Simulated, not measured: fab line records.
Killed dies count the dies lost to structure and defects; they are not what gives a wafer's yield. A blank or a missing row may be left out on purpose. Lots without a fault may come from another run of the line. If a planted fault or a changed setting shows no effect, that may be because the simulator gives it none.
A struck lot beside a sound one || flow rit-cmos || 44 out of 202 route steps
Sound: wafers L514.4, L514.5, L514.6. Wafers L520.3, L520.4, L520.6 were the ones struck. At the end, the cause is stated.
At each step with rows: each side's tool, then ch and its chambers, then its first start. Under that, the readings that differ: sound wafers || struck wafers || difference of the means || sigmas: that difference in standard deviations of wafers without a fault.
alike: a reading whose means differ by less than 2 such deviations, as well as words and numbers matching on both sides. not compared: withheld readings; readings where some wafer has no value; bounds like >300 that might hide an equal value; numbers whose values overlap and for which the record gives no deviation.
A row with sigmas, a row that says differs or no value, or rows on one side alone: a step with any of these is where the two part. Non-overlapping numbers with no deviation appear without sigmas and do not part them. A reading missing from all wafers of one side parts the sides only when that side holds two or more wafers.

first, 2 steps without rows for these wafers: RIT_PLDD_PEB_04; RIT_PLDD_DEVELOP_05 (develop time 50 s).
RIT_PLDD_OVL_MEAS_06:
  sound: overlay-02 at day 5 17:47; struck: overlay-02 at day 6 22:38
  alike: PLDD_OVL
then, 2 steps without rows for these wafers: RIT_PLDD_HARDBAKE_07 (time 60 s); RIT_PLDD_IMPLANT_08.
RIT_PLDD_STRIP_09: strips in O2, time 180 s.
  sound on plasma-asher-02 ch 0,1, day 5 18:34; struck on plasma-asher-02 ch 0,1, day 6 23:01
  alike: drypump-motor-current-A
  not compared: rf-hours-counter-h
RIT_PLDD_TW_MEAS_10:
  sound: film-metro-02 at day 5 18:43; struck: film-metro-03 at day 6 23:09
  alike: PLDD_TW
then, 4 steps without rows for these wafers: RIT_SPACER_CLEAN_00 (cleans in SC1, time 600 s); RIT_SPACER_CLEAN_01 (cleans in dHF, time 30 s); RIT_SPACER_CLEAN_02 (cleans in SC2, time 600 s); RIT_SPACER_CVD_03 (deposits Si3N4 from SiH2Cl2/NH3, target thk 250 nm, time 3300 s).
RIT_SPACER_THK_MEAS_04:
  sound: film-metro-04 at day 5 21:05; struck: film-metro-04 at day 7 01:32
  alike: SPACER_NITRIDE_THK
RIT_SPACER_ETCHBACK_05: etches Si3N4 in SF6/CHF3, stops on SiO2, target depth 250 nm, time 240 s.
  sound on rie-diel-04 ch 2,3, day 5 21:07; struck on rie-diel-04 ch 0,1,3, day 7 01:34
{"reading": "model.poly-Si_of_GATE_CVD_08.thk-nm (nm)", "sound": "165.8 164.5 164.4", "struck": "176.1 175.3 177.1", "difference": "+11.3", "sigmas": ""}
{"reading": "model.Si3N4_of_SPACER_CVD_03.thk-nm (nm)", "sound": "198.1 197.4 197.8", "struck": "201.7 201.7 201.4", "difference": "+3.8", "sigmas": ""}
  alike: SF6_flow_sccm, drypump-motor-current-A, oes-product-au, throttle-valve-pct
  not compared: rf-hours-counter-h
then, 6 steps without rows for these wafers: RIT_NSD_HMDS_00 (prime time 60 s); RIT_NSD_COAT_01 (resist thk 1000 nm); RIT_NSD_SOFTBAKE_02 (time 60 s); RIT_NSD_EXPOSE_03 (exposes mask M9, target cd 40700 nm); RIT_NSD_PEB_04; RIT_NSD_DEVELOP_05 (develop time 50 s).
RIT_NSD_OVL_MEAS_06:
  sound: overlay-02 at day 5 22:16; struck: overlay-01 at day 7 02:35
  alike: NSD_OVL
then, 2 steps without rows for these wafers: RIT_NSD_HARDBAKE_07 (time 60 s); RIT_NSD_IMPLANT_08.
RIT_NSD_STRIP_09: strips in O2, time 180 s.
  sound on plasma-asher-02 ch 0,1, day 5 22:38; struck on plasma-asher-03 ch 0,1, day 7 02:59
  alike: drypump-motor-current-A
  not compared: rf-hours-counter-h
RIT_NSD_TW_MEAS_10:
  sound: film-metro-01 at day 5 22:47; struck: film-metro-01 at day 7 03:07
  alike: NSD_TW
then, 6 steps without rows for these wafers: RIT_PSD_HMDS_00 (prime time 60 s); RIT_PSD_COAT_01 (resist thk 1000 nm); RIT_PSD_SOFTBAKE_02 (time 60 s); RIT_PSD_EXPOSE_03 (exposes mask M10, target cd 40900 nm); RIT_PSD_PEB_04; RIT_PSD_DEVELOP_05 (develop time 50 s).
RIT_PSD_OVL_MEAS_06:
  sound: overlay-01 at day 5 23:49; struck: overlay-02 at day 7 04:01
  alike: PSD_OVL
then, 2 steps without rows for these wafers: RIT_PSD_HARDBAKE_07 (time 60 s); RIT_PSD_IMPLANT_08.
RIT_PSD_STRIP_09: strips in O2, time 180 s.
  sound on plasma-asher-04 ch 0,1, day 6 00:11; struck on plasma-asher-02 ch 0,1, day 7 04:24
  alike: drypump-motor-current-A
  not compared: rf-hours-counter-h
RIT_PSD_TW_MEAS_10:
  sound: film-metro-02 at day 6 00:20; struck: film-metro-01 at day 7 04:32
  alike: PSD_TW
then, 2 steps without rows for these wafers: RIT_SDANNEAL_CLEAN_00 (cleans in SC1, time 600 s); RIT_SDANNEAL_CLEAN_01 (cleans in dHF, time 30 s).
RIT_SDANNEAL_CLEAN_02: cleans in SC2, time 600 s.
  sound on wet-bench-03 ch 0, day 6 00:33; struck on wet-bench-03 ch 1, day 7 04:46
{"reading": "model.poly-Si_of_GATE_CVD_08.thk-nm (nm)", "sound": "161.5 160.2 160", "struck": "171.9 171 172.8", "difference": "+11.3", "sigmas": ""}
  alike: temp-c
RIT_SDANNEAL_RTA_03: time 5 s.
  sound on rtp-anneal-02 ch 0, day 6 00:46; struck on rtp-anneal-01 ch 0, day 7 04:58
  alike: wafer_temp_C_max
RIT_SDANNEAL_RS_MEAS_04: measurement is done with a four-point probe.
  sound: film-metro-03 at day 6 00:51; struck: film-metro-02 at day 7 05:02
  alike: PSD_RS
RIT_SDANNEAL_RS_MEAS_05: measurement is done with a four-point probe.
  sound: film-metro-03 at day 6 00:58; struck: film-metro-02 at day 7 05:10
  alike: NSD_RS
RIT_SDANNEAL_RS_MEAS_06: measurement is done with a four-point probe.
  sound: film-metro-03 at day 6 01:05; struck: film-metro-02 at day 7 05:17
  alike: PLDD_RS
RIT_SILICIDE_WET_ETCH_00: etches SiO2 in BOE, target depth 14 nm, time 15 s.
  sound on wet-bench-03 ch 0, day 6 01:16; struck on wet-bench-02 ch 3, day 7 05:29
{"reading": "model.Si3N4_of_SPACER_CVD_03.thk-nm (nm)", "sound": "197 196.3 196.6", "struck": "200.6 200.5 200.2", "difference": "+3.8", "sigmas": ""}
  alike: temp-c
RIT_M1_PROBE_99:
  sound: prober-02 at day 6 08:20; struck: prober-01 at day 7 12:35
{"reading": "model.etest.nmos_0p15.r-on-ohm-um", "sound": "1103 1128 1115", "struck": "1069 1060 1017", "difference": -67, "sigmas": ""}
{"reading": "model.etest.pplus-sal.width-nm (nm)", "sound": "3446 3424 3427", "struck": "3349 3341 3333", "difference": -91, "sigmas": ""}
{"reading": "model.etest.nplus-sal.width-nm (nm)", "sound": "3432 3419 3442", "struck": "3338 3349 3368", "difference": -79, "sigmas": ""}
{"reading": "model.etest.nwell-pinched.rs-ohm-sq", "sound": "335.7 340.3 340.2", "struck": "318 314.8 319", "difference": -21, "sigmas": ""}
{"reading": "model.etest.pwell-pinched.rs-ohm-sq", "sound": "449.6 461.9 456.8", "struck": "438 435.5 438.2", "difference": -19, "sigmas": ""}
{"reading": "model.etest.nmos_0p3.drive-ua-um", "sound": "224.1 226.9 222.8", "struck": "214.7 217.5 220.2", "difference": -7.1, "sigmas": ""}
{"reading": "model.etest.contact-nplus.end-ohm-um", "sound": "42.11 42.15 42.52", "struck": "36.45 38.19 37.34", "difference": -4.93, "sigmas": ""}
  alike: killed-at-contacts, killed-at-front-end, killed-dies, killed-open, killed-short
  not compared: model.etest.ppoly-line.line-ohm-um

## WHERE THEY PART
Nowhere in this record.

WHY: what the simulator had put in
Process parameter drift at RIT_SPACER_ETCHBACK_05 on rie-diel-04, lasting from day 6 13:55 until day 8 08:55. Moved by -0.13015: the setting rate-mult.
